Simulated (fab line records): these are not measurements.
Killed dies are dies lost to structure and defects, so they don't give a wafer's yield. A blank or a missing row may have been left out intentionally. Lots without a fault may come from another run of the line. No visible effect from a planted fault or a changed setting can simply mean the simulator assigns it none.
A struck lot beside a sound one + flow berkeley-cmos170 + 17 steps out of a route of 331
Sound: wafers L296.2, L296.5, L296.6. The struck wafers were L308.2, L308.4, L308.5. Last of all comes the cause.
Each step with rows lists, per side, the tool, then ch with its chambers, then its first start. Under that, the readings that differ: sound wafers + struck wafers + difference of the means + sigmas: that difference in standard deviations of wafers without a fault.
alike: same words and numbers on both sides, and readings whose means sit less than 2 such deviations apart. not compared: any withheld reading, any reading some wafer has no value for, any bound like >300 that may hide the same value, and any number with overlapping values for which the record gives no deviation.
The two part at a step that has a row with sigmas, a row that says differs or no value, or rows on one side only. When numbers do not overlap yet have no deviation, they are printed without sigmas and do not part them. A reading missing from all wafers of one side parts the sides only when that side holds two or more wafers.

first, 2 steps without rows for these wafers: UCB170_V1_PEB_10; UCB170_V1_DEVELOP_11 (develop time 45 s).
UCB170_V1_CD_MEAS_12 targets a cd of 700 nm.
  sound on cd-sem-02 at day 9 06:38; struck on cd-sem-01 at day 12 07:17
| reading    | sound             | struck            | difference | sigmas |
|------------|-------------------|-------------------|------------|--------|
| cd-nm (nm) | 698.3 698.2 696.6 | 700.6 700.9 702.7 | +3.7       | +3     |
UCB170_V1_OVL_MEAS_13:
  sound on overlay-02 at day 9 06:44; struck on overlay-02 at day 12 07:23
  alike: V1_OVL
UCB170_V1_ETCH_14: etches SiO2 in CHF3/CF4/Ar, stops on Al, target depth 1250 nm, time 291 s.
  sound on rie-diel-04 ch 0,1,2, day 9 06:46; struck on rie-diel-02 ch 1,3, day 12 07:25
  alike: drypump-motor-current-A, oes-product-au, throttle-valve-pct
  not compared: rf-hours-counter-h
UCB170_V1_STRIP_15: strips in O2.
  sound on plasma-asher-03 ch 0,1, day 9 06:57; struck on plasma-asher-03 ch 1, day 12 07:36
| reading               | sound             | struck            | difference | sigmas |
|-----------------------|-------------------|-------------------|------------|--------|
| oes-product-au (a.u.) | 0.723 0.733 0.727 | 0.721 0.714 0.718 | -0.010     | -2     |
  alike: drypump-motor-current-A, strip-time-to-endpoint-s
  not compared: rf-hours-counter-h
UCB170_V1_CD_MEAS_90 targets a cd of 700 nm.
  sound on cd-sem-01 at day 9 07:04; struck on cd-sem-01 at day 12 07:43
| reading    | sound             | struck            | difference | sigmas |
|------------|-------------------|-------------------|------------|--------|
| cd-nm (nm) | 698.0 699.0 696.7 | 700.6 700.5 703.2 | +3.5       | +2     |
then, 1 step without rows for these wafers: UCB170_M2_PRE_CLEAN_00 (preclean etch time 60 s).
UCB170_M2_SPUTTER_01: material Al, target thk 900 nm, time 120 s.
  sound on pvd-sputter-03 at day 9 07:14; struck on pvd-sputter-04 at day 12 07:53
  alike: throttle-valve-pct
UCB170_M2_RS_MEAS_02: measurement is done with a four-point probe.
  sound on film-metro-03 at day 9 07:20; struck on film-metro-04 at day 12 07:59
  alike: M2_AL_RS
UCB170_M2_THK_MEAS_03: measures by xrf.
  sound on film-metro-03 at day 9 07:27; struck on film-metro-04 at day 12 08:06
  alike: M2_AL_THK
then, 1 step without rows for these wafers: UCB170_M2_HMDS_04 (prime time 60 s).
UCB170_M2_COAT_05: resist thk 900 nm.
  sound on litho-track-01 ch 0, day 9 07:55; struck on litho-track-03 ch 0, day 12 08:19
| reading                             | sound             | struck            | difference | sigmas |
|-------------------------------------|-------------------|-------------------|------------|--------|
| dispense-pressure-kPa (kPa)         | 44.1 44.1 44.1    | 51.4 51.3 51.4    | +7.3       | +3     |
| model.KrF_of_M2_COAT_05.thk-nm (nm) | 903.6 902.3 904.8 | 819.9 820.2 818.4 | -84.1      |        |
then, 1 step without rows for these wafers: UCB170_M2_SOFTBAKE_06 (time 60 s).
UCB170_M2_STRIP_07: strips in O2.
  sound on plasma-asher-04 ch 0,1, day 9 08:12; struck on plasma-asher-02 ch 0,1, day 12 08:36
| reading                      | sound             | struck            | difference | sigmas |
|------------------------------|-------------------|-------------------|------------|--------|
| strip-time-to-endpoint-s (s) | 22.05 22.02 22.08 | 20.05 20.06 20.00 | -2.01      | -32    |
  alike: drypump-motor-current-A, oes-product-au
  not compared: rf-hours-counter-h
then, 2 steps without rows for these wafers: UCB170_M2_STRIP_08 (strips KrF in DMSO, time 600 s); UCB170_M3_PROBE_99.

WHERE THEY PART
First at UCB170_V1_CD_MEAS_12; last, within this record, at UCB170_M2_STRIP_07.

WHY: what had been put in by the simulator
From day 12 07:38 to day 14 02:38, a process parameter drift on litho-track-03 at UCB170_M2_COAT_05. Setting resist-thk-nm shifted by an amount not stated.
